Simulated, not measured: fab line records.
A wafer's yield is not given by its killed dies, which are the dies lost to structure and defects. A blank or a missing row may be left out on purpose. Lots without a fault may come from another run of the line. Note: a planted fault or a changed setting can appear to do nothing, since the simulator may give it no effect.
What tool caused it? ; flow berkeley-cmos170 ; 7 lots, 21 wafers sampled, at 2 steps of a route of 331

== WHAT EACH GAUGE READ, for each wafer ==
UCB170_PLDD_TW_MEAS_11.
lot;measured;on;PLDD_TW
L913;day 7 19:07;film-metro-01;1020 1023 1021
L917;day 8 20:14;film-metro-03;1000 1006 1008
L920;day 9 02:35;film-metro-03;995 1000 993
L922;day 9 10:07;film-metro-01;948 947 951 953 953 952
L927;day 10 10:40;film-metro-03;936 929 929 936 930 936
L934;day 11 12:29;film-metro-03;1001 1005 1009
L931;day 11 15:41;film-metro-03;1005 1009 1005

== TOOL THAT RAN EACH LOT (tool first, then ch and the chambers of the sampled wafers, then the start) ==
lot;UCB170_PLDD_IMPLANT_08
L913;implanter-04 ch 0, day 7 18:43
L917;implanter-02 ch 0, day 8 19:44
L920;implanter-03 ch 0, day 9 02:13
L922;implanter-02 ch 0, day 9 09:44
L927;implanter-02 ch 0, day 10 10:16
L934;implanter-04 ch 0, day 11 12:05
L931;implanter-04 ch 0, day 11 15:19
- UCB170_PLDD_IMPLANT_08

== THE ANSWER, worked out from the rows above alone ==
Rule: usual is defined by the lots themselves. Put in order of their means at a reading, lots are off if they are a third of the lots or fewer, leave a main group of 4 or more, and stand apart from it by a gap of 3 or more times the standard deviation of the main group's means; of several such gaps the widest counts. A main group is skipped when, at the precision printed for the reading in the tables above, its means are all equal. A lot without any number at a reading at which 4 lots or more have one is off too. Any other lot the step has rows for is counted as sound.
Off: L922, L927, at UCB170_PLDD_TW_MEAS_11 (PLDD_TW). Main group: mean 1007, sd 8.2.
A tool fits if, at a process step before that reading, it ran every lot that is off, and no sound lot after the first of them. Those tools and the gauges at UCB170_PLDD_TW_MEAS_11 are tried in the same way. One candidate fits, namely implanter-02 at UCB170_PLDD_IMPLANT_08. Its last sound lot is L917 (day 8 19:44), its first lot that is off L922 (day 9 09:44): a fault that began between those two fits.

== WHAT THE SIMULATOR PUT IN ==
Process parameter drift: implanter-02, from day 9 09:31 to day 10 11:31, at UCB170_PLDD_IMPLANT_08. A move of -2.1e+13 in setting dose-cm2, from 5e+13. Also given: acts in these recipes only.
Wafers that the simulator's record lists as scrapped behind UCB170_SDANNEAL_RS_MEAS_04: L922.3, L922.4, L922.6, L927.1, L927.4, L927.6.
Struck lots among those shown: L922, L927. The rule given above showed the same thing.
